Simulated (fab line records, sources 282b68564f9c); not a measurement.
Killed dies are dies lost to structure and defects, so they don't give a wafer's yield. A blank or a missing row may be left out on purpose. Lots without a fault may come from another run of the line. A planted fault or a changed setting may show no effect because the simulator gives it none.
fab line records | flow rit_cmos | part 1 of 2: steps 1 to 32 of 45
record lots=5 wafers=15 last_day=6
route steps=202 shown NWELL@30 PWELL@39 WELLDRIVE@50 NRETRO@53 PRETRO@64
lots that met no fault: from a run of the same line without faults
start_h: hours from the record's first day to the start of the lot's first wafer shown | wait_h: hours since the lot's step before | " the same as in the row above | L1.1+2: a row that stands for several wafers | - no value, or no start given | * or withheld: withheld | < > ~ a bound
route shown NAME@n: a module of which the file shows steps, and the number in the route of the first | usual: mean/standard deviation of fault-free wafers | same: alike in all rows | chamber/n: place in a boat | sites: the reading at each site | _std_site: their standard deviation | _edge_site: outer sites' mean less inner sites' | radius_mm: how far each site lies from the wafer's centre | mask NAME#n: copy n | behind: the tool/chamber that last shaped the wafer | hold: why the lot was held/for how many hours/how that ended | device: the transistor (n, p or np) that didn't switch | end of line: the same wafers' tests at the end of the route | a step without rows: its recipe alone | killed: dies lost to structure and defects at the first sort, not the wafer's yield | map: a wafer's dies, x killed, . not, _ none there
set.NAME: the setting as run; set.NAME@STEP: as run at that earlier step | model.NAME: the simulator's own value behind a step, which no gauge read
lots at some steps of the route; a table a step, a row a wafer
services: from which hour (start_h, from the record's first day; less than 0 if before it) a tool's chamber was out of use, for how many hours, and why
## steps
# step RIT_NWELL_SOFTBAKE_02
# recipe resist=NOVOLAK temp_c=90 time_s=60
# columns lot.wafer tool chamber start_h wait_h
L074.2+3+6 litho_track-02 0 21.15 0.1
L075.1+4+5 litho_track-03 0 27.61 0.1
L076.4+5+6 litho_track-03 0 31.78 0.1
L084.2+4+6 litho_track-04 0 69.71 0.1
L091.1+5+6 litho_track-04 0 110.18 0.1
# step RIT_NWELL_EXPOSE_03
# recipe mask_id=M2 na=0.57 target_cd_nm=43900 dose_mj=250
# usual stage_vel_mm_s=500.04/0.23
# same na=0.57
# columns lot.wafer tool chamber start_h wait_h mask stage_vel_mm_s
L074.2 iline_stepper-01 0 21.29 0.1 M2#0 500.16
L074.3 " 0 " " M2#0 500.06
L074.6 " 0 " " M2#0 499.83
L075.1 iline_stepper-02 0 27.88 0.2 M2#0 500.13
L075.4 " 0 " " M2#0 499.77
L075.5 " 0 " " M2#0 499.99
L076.4 iline_stepper-02 0 31.91 0.1 M2#0 500.17
L076.5 " 0 " " M2#0 500.17
L076.6 " 0 " " M2#0 499.95
L084.2 iline_stepper-01 0 69.98 0.2 M2#0 500.25
L084.4 " 0 " " M2#0 500.07
L084.6 " 0 " " M2#0 499.68
L091.1 iline_stepper-02 0 110.55 0.3 M2#0 500.34
L091.5 " 0 " " M2#0 499.97
L091.6 " 0 " " M2#0 499.99
# step RIT_NWELL_PEB_04
# recipe resist=NOVOLAK temp_c=withheld time_s=withheld
# columns lot.wafer tool chamber start_h wait_h
L074.2+3+6 litho_track-03 0 21.41 0.1
L075.1+4+5 litho_track-02 0 28.00 0.1
L076.4+5+6 litho_track-03 0 32.08 0.1
L084.2+4+6 litho_track-03 0 70.10 0.1
L091.1+5+6 litho_track-03 0 110.66 0.1
# step RIT_NWELL_DEVELOP_05
# recipe resist=NOVOLAK develop_time_s=68 dev_temp_c=23.32
# columns lot.wafer tool chamber start_h wait_h
L074.2+3+6 litho_track-03 0 - -
L075.1+4+5 litho_track-02 0 - -
L076.4+5+6 litho_track-03 0 - -
L084.2+4+6 litho_track-03 0 - -
L091.1+5+6 litho_track-03 0 - -
# step RIT_NWELL_OVL_MEAS_06
# usual NWELL_OVL=0.2/1.4
# columns lot.wafer tool chamber start_h wait_h NWELL_OVL[nm]
L074.2 overlay-01 - 21.71 - 1.7
L074.3 " - " " -0.8
L074.6 " - " " 2.1
L075.1 overlay-01 - 28.31 - -1.7
L075.4 " - " " -1.9
L075.5 " - " " -1.5
L076.4 overlay-02 - 32.33 - -0.5
L076.5 " - " " -1.3
L076.6 " - " " -0.4
L084.2 overlay-01 - 70.39 - 2.4
L084.4 " - " " 1.4
L084.6 " - " " 0.5
L091.1 overlay-01 - 110.98 - 0.4
L091.5 " - " " -0.5
L091.6 " - " " 0.7
# step RIT_NWELL_HARDBAKE_07
# recipe resist=NOVOLAK temp_c=140 time_s=120
# columns lot.wafer tool chamber start_h wait_h
L074.2+3+6 litho_track-03 0 21.78 0.1
L075.1+4+5 litho_track-03 0 28.35 0.0
L076.4+5+6 litho_track-03 0 32.48 0.1
L084.2+4+6 litho_track-02 0 70.46 0.1
L091.1+5+6 litho_track-03 0 111.01 0.0
# step RIT_NWELL_IMPLANT_08
# recipe species=P energy_kev=171.3 dose_cm2=5e+13 tilt_deg=7
# usual dose_ions_cm2=5.001e+13/4.9e+10
# same implant_ion_amu=31
# columns lot.wafer tool chamber start_h wait_h dose_ions_cm2
L074.2 implanter-04 0 22.01 0.2 4.992e+13
L074.3 " 0 " " 5.003e+13
L074.6 " 0 " " 5.002e+13
L075.1 implanter-01 0 28.60 0.2 5.001e+13
L075.4 " 0 " " 4.996e+13
L075.5 " 0 " " 5.002e+13
L076.4 implanter-02 0 32.68 0.2 5.002e+13
L076.5 " 0 " " 4.999e+13
L076.6 " 0 " " 5.003e+13
L084.2 implanter-04 0 70.70 0.2 4.998e+13
L084.4 " 0 " " 4.994e+13
L084.6 " 0 " " 4.999e+13
L091.1 implanter-02 0 111.26 0.2 5.004e+13
L091.5 " 0 " " 5.006e+13
L091.6 " 0 " " 4.999e+13
# step RIT_NWELL_STRIP_09
# recipe chemistry=O2 time_s=180 resist=NOVOLAK platen_temp_c=withheld power_w=500 pressure_mtorr=4000 o2_flow_sccm=4000
# usual drypump_motor_current_A=5.7/0.5 rf_refl_power_W=6.6/0.89
# columns lot.wafer tool chamber start_h wait_h drypump_motor_current_A rf_hours_counter_h rf_refl_power_W
L074.2 plasma_asher-04 1 22.14 0.1 5.4 21 7.5
L074.3 " 1 " " 5.4 - 7.2
L074.6 " 1 " " 5.4 - 7.3
L075.1 plasma_asher-02 0 28.75 0.1 6.5 42 6.5
L075.4 " 0 " " 6.5 - 6.4
L075.5 " 0 " " 6.6 - 6.6
L076.4 plasma_asher-02 0 32.81 0.1 6.5 - 6.4
L076.5 " 0 " " 6.5 - 6.5
L076.6 " 1 " " 5.8 - 7.6
L084.2 plasma_asher-01 1 70.82 0.1 4.9 47 6.0
L084.4 " 1 " " 4.9 - 5.8
L084.6 " 0 " " 5.9 - 6.8
L091.1 plasma_asher-04 1 111.41 0.1 5.4 29 7.3
L091.5 " 0 " " 5.6 - 5.0
L091.6 " 1 " " 5.4 - 7.2
# step RIT_NWELL_TW_MEAS_10
# usual NWELL_TW=2142/9
# columns lot.wafer tool chamber start_h wait_h NWELL_TW
L074.2 film_metro-01 - 22.32 0.1 2158
L074.3 " - " " 2152
L074.6 " - " " 2162
L075.1 film_metro-02 - 28.92 0.1 2140
L075.4 " - " " 2144
L075.5 " - " " 2150
L076.4 film_metro-01 - 32.96 0.1 2162
L076.5 " - " " 2160
L076.6 " - " " 2151
L084.2 film_metro-02 - 71.01 0.1 2140
L084.4 " - " " 2149
L084.6 " - " " 2148
L091.1 film_metro-04 - 111.59 0.1 2132
L091.5 " - " " 2145
L091.6 " - " " 2129
# step RIT_PWELL_HMDS_00
# recipe prime_time_s=60 prime_temp_c=140
# columns lot.wafer tool chamber start_h wait_h
L074.2+3+6 litho_track-02 0 22.40 0.1
L075.1+4+5 litho_track-02 0 28.98 0.1
L076.4+5+6 litho_track-01 0 33.06 0.1
L084.2+4+6 litho_track-02 0 71.08 0.1
L091.1+5+6 litho_track-02 0 111.65 0.1
# step RIT_PWELL_COAT_01
# recipe resist=NOVOLAK spin_rpm=2000 resist_thk_nm=1300
# usual dispense_pressure_kPa=46/3.3
# columns lot.wafer tool chamber start_h wait_h dispense_pressure_kPa
L074.2 litho_track-02 0 22.55 0.1 50
L074.3 " 0 " " 50
L074.6 " 0 " " 50
L075.1 litho_track-02 0 29.13 0.1 50
L075.4 " 0 " " 50
L075.5 " 0 " " 50
L076.4 litho_track-01 0 33.21 0.1 47
L076.5 " 0 " " 47
L076.6 " 0 " " 47
L084.2 litho_track-02 0 71.23 0.1 50
L084.4 " 0 " " 50
L084.6 " 0 " " 50
L091.1 litho_track-02 0 111.80 0.1 49
L091.5 " 0 " " 49
L091.6 " 0 " " 49
# step RIT_PWELL_SOFTBAKE_02
# recipe resist=NOVOLAK temp_c=90 time_s=60
# columns lot.wafer tool chamber start_h wait_h
L074.2+3+6 litho_track-02 0 22.70 0.1
L075.1+4+5 litho_track-02 0 29.28 0.1
L076.4+5+6 litho_track-01 0 33.36 0.1
L084.2+4+6 litho_track-02 0 71.38 0.1
L091.1+5+6 litho_track-02 0 111.95 0.1
# step RIT_PWELL_EXPOSE_03
# recipe mask_id=M3 na=0.57 target_cd_nm=43700 dose_mj=250
# usual stage_vel_mm_s=500.00/0.28
# same na=0.57
# columns lot.wafer tool chamber start_h wait_h mask stage_vel_mm_s
L074.2 iline_stepper-02 0 22.97 0.2 M3#0 499.85
L074.3 " 0 " " M3#0 500.04
L074.6 " 0 " " M3#0 499.76
L075.1 iline_stepper-02 0 29.43 0.1 M3#0 499.92
L075.4 " 0 " " M3#0 500.34
L075.5 " 0 " " M3#0 500.63
L076.4 iline_stepper-01 0 33.62 0.2 M3#0 499.75
L076.5 " 0 " " M3#0 499.28
L076.6 " 0 " " M3#0 499.73
L084.2 iline_stepper-02 0 71.53 0.1 M3#0 499.65
L084.4 " 0 " " M3#0 499.68
L084.6 " 0 " " M3#0 499.61
L091.1 iline_stepper-01 0 112.22 0.2 M3#0 500.01
L091.5 " 0 " " M3#0 499.84
L091.6 " 0 " " M3#0 500.25
# step RIT_PWELL_PEB_04
# recipe resist=NOVOLAK temp_c=withheld time_s=withheld
# columns lot.wafer tool chamber start_h wait_h
L074.2+3+6 litho_track-04 0 23.09 0.1
L075.1+4+5 litho_track-02 0 29.55 0.1
L076.4+5+6 litho_track-04 0 33.75 0.1
L084.2+4+6 litho_track-01 0 71.65 0.1
L091.1+5+6 litho_track-01 0 112.34 0.1
# step RIT_PWELL_DEVELOP_05
# recipe resist=NOVOLAK develop_time_s=68 dev_temp_c=23
# columns lot.wafer tool chamber start_h wait_h
L074.2+3+6 litho_track-04 0 - -
L075.1+4+5 litho_track-02 0 - -
L076.4+5+6 litho_track-04 0 - -
L084.2+4+6 litho_track-01 0 - -
L091.1+5+6 litho_track-01 0 - -
# step RIT_PWELL_OVL_MEAS_06
# usual PWELL_OVL=0.7/1.3
# columns lot.wafer tool chamber start_h wait_h PWELL_OVL[nm]
L074.2 overlay-02 - 23.38 - 1.3
L074.3 " - " " -1.8
L074.6 " - " " -0.5
L075.1 overlay-01 - 29.86 - 1.5
L075.4 " - " " -0.6
L075.5 " - " " 0.4
L076.4 overlay-02 - 34.01 - 0.4
L076.5 " - " " 0.1
L076.6 " - " " 0.4
L084.2 overlay-02 - 71.94 - 0.4
L084.4 " - " " 1.5
L084.6 " - " " -0.2
L091.1 overlay-01 - 112.65 - -0.1
L091.5 " - " " 1.6
L091.6 " - " " 3.1
# step RIT_PWELL_HARDBAKE_07
# recipe resist=NOVOLAK temp_c=140 time_s=120
# columns lot.wafer tool chamber start_h wait_h
L074.2+3+6 litho_track-02 0 23.46 0.1
L075.1+4+5 litho_track-04 0 29.90 0.0
L076.4+5+6 litho_track-04 0 34.15 0.1
L084.2+4+6 litho_track-04 0 72.02 0.1
L091.1+5+6 litho_track-04 0 112.69 0.0
# step RIT_PWELL_IMPLANT_08
# recipe species=B energy_kev=170 dose_cm2=7e+13 tilt_deg=7
# usual dose_ions_cm2=7e+13/8.3e+10
# same implant_ion_amu=11
# columns lot.wafer tool chamber start_h wait_h dose_ions_cm2
L074.2 implanter-03 0 23.69 0.2 7.003e+13
L074.3 " 0 " " 6.999e+13
L074.6 " 0 " " 6.995e+13
L075.1 implanter-04 0 30.15 0.2 7.008e+13
L075.4 " 0 " " 6.987e+13
L075.5 " 0 " " 6.992e+13
L076.4 implanter-03 0 34.35 0.2 6.997e+13
L076.5 " 0 " " 7.003e+13
L076.6 " 0 " " 7.004e+13
L084.2 implanter-04 0 72.25 0.2 7.019e+13
L084.4 " 0 " " 7.008e+13
L084.6 " 0 " " 6.989e+13
L091.1 implanter-01 0 112.94 0.2 6.988e+13
L091.5 " 0 " " 7.002e+13
L091.6 " 0 " " 6.997e+13
# step RIT_PWELL_STRIP_09
# recipe chemistry=O2 time_s=180 resist=NOVOLAK platen_temp_c=withheld power_w=500 pressure_mtorr=4000 o2_flow_sccm=4000
# usual drypump_motor_current_A=5.54/0.3 rf_refl_power_W=6.3/0.76
# columns lot.wafer tool chamber start_h wait_h drypump_motor_current_A rf_hours_counter_h rf_refl_power_W
L074.2 plasma_asher-04 0 23.82 0.1 5.62 21 4.8
L074.3 " 0 " " 5.62 - 5.0
L074.6 " 0 " " 5.61 - 4.8
L075.1 plasma_asher-03 1 30.30 0.1 5.62 29 7.0
L075.4 " 1 " " 5.60 - 7.0
L075.5 " 0 " " 5.69 - 5.5
L076.4 plasma_asher-03 0 34.49 0.1 5.70 - 5.4
L076.5 " 0 " " 5.70 - 5.4
L076.6 " 1 " " 5.57 - 6.9
L084.2 plasma_asher-01 1 72.37 0.1 4.92 47 5.8
L084.4 " 0 " " 5.84 - 6.8
L084.6 " 0 " " 5.84 - 7.3
L091.1 plasma_asher-03 1 113.09 0.1 5.61 37 6.9
L091.5 " 1 " " 5.58 - 6.9
L091.6 " 0 " " 5.70 - 5.7
# step RIT_PWELL_TW_MEAS_10
# usual PWELL_TW=952/4.9
# columns lot.wafer tool chamber start_h wait_h PWELL_TW
L074.2 film_metro-01 - 24.00 0.1 955
L074.3 " - " " 952
L074.6 " - " " 954
L075.1 film_metro-01 - 30.47 0.1 962
L075.4 " - " " 952
L075.5 " - " " 949
L076.4 film_metro-04 - 34.63 0.1 951
L076.5 " - " " 947
L076.6 " - " " 955
L084.2 film_metro-04 - 72.56 0.1 944
L084.4 " - " " 946
L084.6 " - " " 949
L091.1 film_metro-02 - 113.26 0.1 949
L091.5 " - " " 955
L091.6 " - " " 950
# step RIT_WELLDRIVE_ANNEAL_00
# recipe temp_c=1100 time_s=14700 ambient=N2
# columns lot.wafer tool chamber start_h wait_h
L074.2+3+6 furnace-02 0 24.05 0.0
L075.1+4+5 furnace-04 0 30.53 0.1
L076.4+5+6 furnace-01 0 34.66 0.0
L084.2+4+6 furnace-01 0 74.33 1.8
L091.1+5+6 furnace-02 0 113.32 0.1
# step RIT_WELLDRIVE_RS_MEAS_01
# recipe thk_meas_gauge=four-point-probe
# usual NWELL_RS=275.1/0.73
# columns lot.wafer tool chamber start_h wait_h NWELL_RS[ohm/sq]
L074.2 film_metro-02 - 29.15 0.0 275.2
L074.3 " - " " 275.8
L074.6 " - " " 275.4
L075.1 film_metro-04 - 35.62 0.0 276.0
L075.4 " - " " 275.4
L075.5 " - " " 275.4
L076.4 film_metro-04 - 39.81 0.1 275.2
L076.5 " - " " 275.4
L076.6 " - " " 275.1
L084.2 film_metro-02 - 79.43 0.0 275.1
L084.4 " - " " 275.3
L084.6 " - " " 275.0
L091.1 film_metro-02 - 118.41 0.0 275.1
L091.5 " - " " 275.3
L091.6 " - " " 275.3
# step RIT_WELLDRIVE_RS_MEAS_02
# recipe thk_meas_gauge=four-point-probe
# usual PWELL_RS=429.1/1.1
# columns lot.wafer tool chamber start_h wait_h PWELL_RS[ohm/sq]
L074.2 film_metro-02 - 29.27 0.1 431.1
L074.3 " - " " 429.2
L074.6 " - " " 430.2
L075.1 film_metro-04 - 35.74 0.1 431.2
L075.4 " - " " 429.9
L075.5 " - " " 432.5
L076.4 film_metro-04 - 39.93 0.1 428.5
L076.5 " - " " 430.3
L076.6 " - " " 427.7
L084.2 film_metro-02 - 79.55 0.1 428.9
L084.4 " - " " 428.4
L084.6 " - " " 428.2
L091.1 film_metro-02 - 118.53 0.1 428.4
L091.5 " - " " 426.9
L091.6 " - " " 426.8
# step RIT_NRETRO_HMDS_00
# recipe prime_time_s=60 prime_temp_c=140
# columns lot.wafer tool chamber start_h wait_h
L074.2+3+6 litho_track-01 0 29.40 0.1
L075.1+4+5 litho_track-01 0 35.86 0.1
L076.4+5+6 litho_track-03 0 40.06 0.1
L084.2+4+6 litho_track-03 0 79.67 0.1
L091.1+5+6 litho_track-02 0 118.65 0.1
# step RIT_NRETRO_COAT_01
# recipe resist=NOVOLAK spin_rpm=2000 resist_thk_nm=1300
# usual dispense_pressure_kPa=46.2/2
# columns lot.wafer tool chamber start_h wait_h dispense_pressure_kPa
L074.2 litho_track-01 0 29.55 0.1 46.7
L074.3 " 0 " " 46.7
L074.6 " 0 " " 46.7
L075.1 litho_track-01 0 36.01 0.1 46.6
L075.4 " 0 " " 46.6
L075.5 " 0 " " 46.6
L076.4 litho_track-03 0 40.21 0.1 44.1
L076.5 " 0 " " 44.1
L076.6 " 0 " " 44.1
L084.2 litho_track-03 0 79.82 0.1 44.2
L084.4 " 0 " " 44.2
L084.6 " 0 " " 44.1
L091.1 litho_track-02 0 118.80 0.1 49.5
L091.5 " 0 " " 49.5
L091.6 " 0 " " 49.5
# step RIT_NRETRO_SOFTBAKE_02
# recipe resist=NOVOLAK temp_c=90 time_s=60
# columns lot.wafer tool chamber start_h wait_h
L074.2+3+6 litho_track-01 0 29.70 0.1
L075.1+4+5 litho_track-01 0 36.16 0.1
L076.4+5+6 litho_track-03 0 40.36 0.1
L084.2+4+6 litho_track-03 0 79.97 0.1
L091.1+5+6 litho_track-02 0 118.95 0.1
# step RIT_NRETRO_EXPOSE_03
# recipe mask_id=M4 na=0.57 target_cd_nm=43900 dose_mj=250
# usual stage_vel_mm_s=500.01/0.26
# same na=0.57
# columns lot.wafer tool chamber start_h wait_h mask stage_vel_mm_s
L074.2 iline_stepper-02 0 29.97 0.2 M4#0 499.82
L074.3 " 0 " " M4#0 500.11
L074.6 " 0 " " M4#0 499.94
L075.1 iline_stepper-02 0 36.31 0.1 M4#0 499.80
L075.4 " 0 " " M4#0 500.07
L075.5 " 0 " " M4#0 500.19
L076.4 iline_stepper-01 0 40.62 0.2 M4#0 500.47
L076.5 " 0 " " M4#0 499.75
L076.6 " 0 " " M4#0 499.79
L084.2 iline_stepper-02 0 80.12 0.1 M4#0 500.18
L084.4 " 0 " " M4#0 500.38
L084.6 " 0 " " M4#0 499.98
L091.1 iline_stepper-02 0 119.28 0.3 M4#0 499.77
L091.5 " 0 " " M4#0 499.73
L091.6 " 0 " " M4#0 499.90
# step RIT_NRETRO_PEB_04
# recipe resist=NOVOLAK temp_c=withheld time_s=withheld
# columns lot.wafer tool chamber start_h wait_h
L074.2+3+6 litho_track-03 0 30.17 0.2
L075.1+4+5 litho_track-01 0 36.52 0.2
L076.4+5+6 litho_track-03 0 40.75 0.1
L084.2+4+6 litho_track-02 0 80.24 0.1
L091.1+5+6 litho_track-03 0 119.49 0.2
# step RIT_NRETRO_DEVELOP_05
# recipe resist=NOVOLAK develop_time_s=68 dev_temp_c=23
# columns lot.wafer tool chamber start_h wait_h
L074.2+3+6 litho_track-03 0 - -
L075.1+4+5 litho_track-01 0 - -
L076.4+5+6 litho_track-03 0 - -
L084.2+4+6 litho_track-02 0 - -
L091.1+5+6 litho_track-03 0 - -
# step RIT_NRETRO_OVL_MEAS_06
# usual NRETRO_OVL=1.1/1.4
# columns lot.wafer tool chamber start_h wait_h NRETRO_OVL[nm]
L074.2 overlay-01 - 30.47 - 1.2
L074.3 " - " " 2.2
L074.6 " - " " 2.5
L075.1 overlay-02 - 36.83 - 1.5
L075.4 " - " " 2.1
L075.5 " - " " 0.7
L076.4 overlay-02 - 41.01 - -0.2
L076.5 " - " " 1.1
L076.6 " - " " 1.5
L084.2 overlay-02 - 80.53 - 3.2
L084.4 " - " " 1.1
L084.6 " - " " 0.5
L091.1 overlay-02 - 119.80 - -2.3
L091.5 " - " " 0.7
L091.6 " - " " 0.0
# step RIT_NRETRO_HARDBAKE_07
# recipe resist=NOVOLAK temp_c=140 time_s=120
# columns lot.wafer tool chamber start_h wait_h
L074.2+3+6 litho_track-01 0 30.54 0.1
L075.1+4+5 litho_track-02 0 36.87 0.0
L076.4+5+6 litho_track-02 0 41.15 0.1
L084.2+4+6 litho_track-03 0 80.61 0.1
L091.1+5+6 litho_track-03 0 120.08 0.3
# step RIT_NRETRO_IMPLANT_08
# recipe species=P energy_kev=70.83 dose_cm2=1e+13 tilt_deg=7
# usual dose_ions_cm2=1.0001e+13/1.1e+10
# same implant_ion_amu=31
# columns lot.wafer tool chamber start_h wait_h dose_ions_cm2
L074.2 implanter-02 0 30.77 0.2 9.994e+12
L074.3 " 0 " " 9.995e+12
L074.6 " 0 " " 9.985e+12
L075.1 implanter-03 0 37.12 0.2 1.002e+13
L075.4 " 0 " " 1.0016e+13
L075.5 " 0 " " 1.0006e+13
L076.4 implanter-03 0 41.35 0.2 9.985e+12
L076.5 " 0 " " 1.0002e+13
L076.6 " 0 " " 9.982e+12
L084.2 implanter-02 0 80.84 0.2 1.0006e+13
L084.4 " 0 " " 1.0005e+13
L084.6 " 0 " " 9.988e+12
L091.1 implanter-02 0 120.33 0.2 1.0002e+13
L091.5 " 0 " " 9.995e+12
L091.6 " 0 " " 9.992e+12
